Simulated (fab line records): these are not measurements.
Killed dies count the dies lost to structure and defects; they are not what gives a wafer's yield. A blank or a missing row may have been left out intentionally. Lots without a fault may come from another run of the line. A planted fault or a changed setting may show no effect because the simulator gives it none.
One fault seen from 2 desks -- flow rit_cmos -- what lay behind the numbers comes last; until then each desk has only its own

== THE TOOL OWNER'S DESK: litho_track-04 ==
At RIT_PSD_HARDBAKE_07 (time 60 s), the tool's own readings, given per lot that ran on this tool as the mean of the sampled wafers with a number. Marked OUT: a lot whose mean sits more than 4 standard deviations from the usual mean, which makes it out of limits; the brackets give that distance.
Columns: A = heater_power_total_W at RIT_PSD_HARDBAKE_07, usual 62.55 W; B = plate_temp_C at RIT_PSD_HARDBAKE_07, usual 139.98 C; C = resist_line_temp_C at RIT_PSD_HARDBAKE_07, usual 23.00 C
lot,first seen here,A,B,C
L997,day 4 05:04,62.58,140.03,23.08
L106,day 6 00:34,59.68 (-64) OUT,135.27 (-34) OUT,23.00
L108,day 6 15:16,59.72 (-63) OUT,134.90 (-36) OUT,23.00
L107,day 6 15:43,59.74 (-63) OUT,134.86 (-37) OUT,22.89
This desk's finding: out of limits on L106, L107, L108; first on L106, day 6 00:34 (heater_power_total_W at RIT_PSD_HARDBAKE_07). In limits: L997.

== THE METROLOGY DESK ==
Means of the sampled wafers that have a number, per lot and without regard to the tool the lot ran on: this is what the gauges read. Marked OUT: a lot whose mean sits more than 4 standard deviations from the usual mean, which makes it out of limits; the brackets give that distance.
Columns: A = NSD_OVL at RIT_NSD_OVL_MEAS_06, usual 0.5 nm; B = NSD_TW at RIT_NSD_TW_MEAS_10, usual 3139; C = PSD_OVL at RIT_PSD_OVL_MEAS_06, usual 1.0 nm
lot,first seen here,A,B,C
L997,day 4 03:28,-2.1,3120,1.1
L999,day 4 11:14,-1.3,3168,1.2
L106,day 5 23:05,0.1,3135,-0.8
L108,day 6 13:37,1.7,3131,1.1
L107,day 6 14:11,0.1,3140,2.6
L114,day 8 03:44,-1.3,3117,0.8
L116,day 8 16:32,-1.5,3131,1.7
Finding of this desk: none of the 7 lots has anything out of limits.

== PUT TOGETHER ==
The tool owner's desk could have raised an alarm at day 6 00:34, on L106, L107, L108.
The metrology desk saw nothing out of limits.
The metrology desk holds a record of L106, L107, L108, inside its limits.
RIT_PSD_HARDBAKE_07 was run on litho_track-04 by each of the lots named.

== WHAT THE SIMULATOR HAD PUT IN ==
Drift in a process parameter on litho_track-04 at RIT_PSD_HARDBAKE_07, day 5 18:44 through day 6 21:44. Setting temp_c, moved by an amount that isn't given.
Shown lots that were struck: L106, L107, L108.
Delay in hours, fault start to first out-of-limits reading, by desk: the tool owner's desk at 6.
